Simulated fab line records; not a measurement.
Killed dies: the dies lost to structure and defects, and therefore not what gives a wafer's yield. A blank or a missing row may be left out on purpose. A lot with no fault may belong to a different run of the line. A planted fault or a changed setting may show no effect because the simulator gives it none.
A struck lot beside a sound one / flow ritCmos / 34 out of 202 route steps
Sound: wafers L143.1, L143.4, L143.5. Wafers L151.3, L151.4, L151.6 were the ones struck. The cause is given at the end.
For every step that has rows: the tool of each side, followed by ch and its chambers, followed by its first start. Under that, the readings that differ: sound wafers / struck wafers / difference of the means / sigmas: that difference in standard deviations of wafers without a fault.
alike: readings with means less than 2 such deviations apart, plus words and numbers identical on both sides. not compared: withheld readings, readings lacking a value on some wafer, bounds such as >300 that could conceal the same value, and numbers that have no deviation in the record and whose values overlap.
The two part at a step that has a row with sigmas, a row that says differs or no value, or rows on one side only. Non-overlapping numbers with no deviation appear without sigmas and do not part them. A reading that every wafer of one side lacks parts them only if that side has two wafers or more.

first, 2 steps without rows for these wafers: RIT_SPACER_CLEAN_02 (cleans in SC2, time 600 s); RIT_SPACER_CVD_03 (deposits Si3N4 from SiH2Cl2/NH3, target thk 250 nm, time 3300 s).
RIT_SPACER_THK_MEAS_04:
  sound on filmMetro-02, day 3 23:07; struck on filmMetro-02, day 5 14:28
  alike: SPACER_NITRIDE_THK
RIT_SPACER_ETCHBACK_05: etches Si3N4 in SF6/CHF3, stops on SiO2, target depth 250 nm, time 240 s.
  sound on rieDiel-02 ch 0,1,2, day 3 23:10; struck on rieDiel-01 ch 0,1,3, day 5 14:31
  alike: drypumpMotorCurrentA, oesProductAu, rfFwdPowerW, throttleValvePct
  not compared: rfHoursCounterH
then, 6 steps without rows for these wafers: RIT_NSD_HMDS_00 (prime time 60 s); RIT_NSD_COAT_01 (resist thk 1000 nm); RIT_NSD_SOFTBAKE_02 (time 60 s); RIT_NSD_EXPOSE_03 (exposes mask M9, target cd 40700 nm); RIT_NSD_PEB_04; RIT_NSD_DEVELOP_05 (develop time 50 s).
RIT_NSD_OVL_MEAS_06:
  sound on overlay-01, day 4 00:18; struck on overlay-02, day 5 15:31
  alike: NSD_OVL
then, 1 step without rows for these wafers: RIT_NSD_HARDBAKE_07 (time 60 s).
RIT_NSD_IMPLANT_08:
  sound on implanter-03 ch 0, day 4 00:29; struck on implanter-03 ch 0, day 5 15:44
reading=doseIonsCm2; sound=1.0002e+15 9.993e+14 1.0002e+15; struck=9.677e+14 9.684e+14 9.695e+14; difference=-3.137e+13; sigmas=-29
  alike: endStationPressureTorr, faradayCurrentUA
RIT_NSD_STRIP_09: strips in O2, time 180 s.
  sound on plasmaAsher-03 ch 0,1, day 4 00:38; struck on plasmaAsher-03 ch 0,1, day 5 15:54
  alike: drypumpMotorCurrentA
  not compared: rfHoursCounterH
RIT_NSD_TW_MEAS_10:
  sound on filmMetro-02, day 4 00:49; struck on filmMetro-02, day 5 16:02
reading=NSD_TW; sound=3156 3146 3156; struck=3086 3086 3089; difference=-66; sigmas=-4
then, 6 steps without rows for these wafers: RIT_PSD_HMDS_00 (prime time 60 s); RIT_PSD_COAT_01 (resist thk 1000 nm); RIT_PSD_SOFTBAKE_02 (time 60 s); RIT_PSD_EXPOSE_03 (exposes mask M10, target cd 40900 nm); RIT_PSD_PEB_04; RIT_PSD_DEVELOP_05 (develop time 50 s).
RIT_PSD_OVL_MEAS_06:
  sound on overlay-01, day 4 01:43; struck on overlay-02, day 5 17:14
  alike: PSD_OVL
then, 2 steps without rows for these wafers: RIT_PSD_HARDBAKE_07 (time 60 s); RIT_PSD_IMPLANT_08.
RIT_PSD_STRIP_09: strips in O2, time 180 s.
  sound on plasmaAsher-03 ch 0,1, day 4 02:03; struck on plasmaAsher-03 ch 0,1, day 5 17:42
  alike: drypumpMotorCurrentA
  not compared: rfHoursCounterH
RIT_PSD_TW_MEAS_10:
  sound on filmMetro-01, day 4 02:14; struck on filmMetro-02, day 5 17:50
  alike: PSD_TW
then, 3 steps without rows for these wafers: RIT_SDANNEAL_CLEAN_00 (cleans in SC1, time 600 s); RIT_SDANNEAL_CLEAN_01 (cleans in dHF, time 30 s); RIT_SDANNEAL_CLEAN_02 (cleans in SC2, time 600 s).
RIT_SDANNEAL_RTA_03: time 5 s.
  sound on rtpAnneal-02 ch 0, day 4 02:39; struck on rtpAnneal-02 ch 0, day 5 18:16
  alike: wafer_temp_C_max
RIT_SDANNEAL_RS_MEAS_04: uses a four-point probe to measure.
  sound on filmMetro-01, day 4 02:43; struck on filmMetro-03, day 5 18:22
  alike: PSD_RS
RIT_SDANNEAL_RS_MEAS_05: uses a four-point probe to measure.
  sound on filmMetro-01, day 4 02:50; struck on filmMetro-03, day 5 18:29
reading=NSD_RS (ohm/sq); sound=84.18 84.15 84.53; struck=87.07 86.92 86.70; difference=+2.61; sigmas=+10
RIT_SDANNEAL_RS_MEAS_06: uses a four-point probe to measure.
  sound on filmMetro-01, day 4 02:57; struck on filmMetro-03, day 5 18:37
reading=PLDD_RS (ohm/sq); sound=177.5 177.4 177.6; struck=179.2 178.9 179.6; difference=+1.7; sigmas=+3
RIT_M1_PROBE_99:
  sound on prober-02, day 4 09:57; struck on prober-02, day 6 08:40
reading=model.etest.contactNplus.endOhmUm; sound=41.69 42.18 41.18; struck=45.01 45.12 42.36; difference=+2.48; sigmas=
  alike: killed_at_M0_to_M3, killedAtContacts, killedAtFrontEnd, killedDies, killedOpen, killedShort

WHERE THEY PART
Earliest at RIT_NSD_IMPLANT_08; latest, in this record, at RIT_SDANNEAL_RS_MEAS_06. Later steps at which nothing parts them and some readings are alike: RIT_M1_PROBE_99.

WHY: whatever the simulator had introduced
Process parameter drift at RIT_NSD_IMPLANT_08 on implanter-03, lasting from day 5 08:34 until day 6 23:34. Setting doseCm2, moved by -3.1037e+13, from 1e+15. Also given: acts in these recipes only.
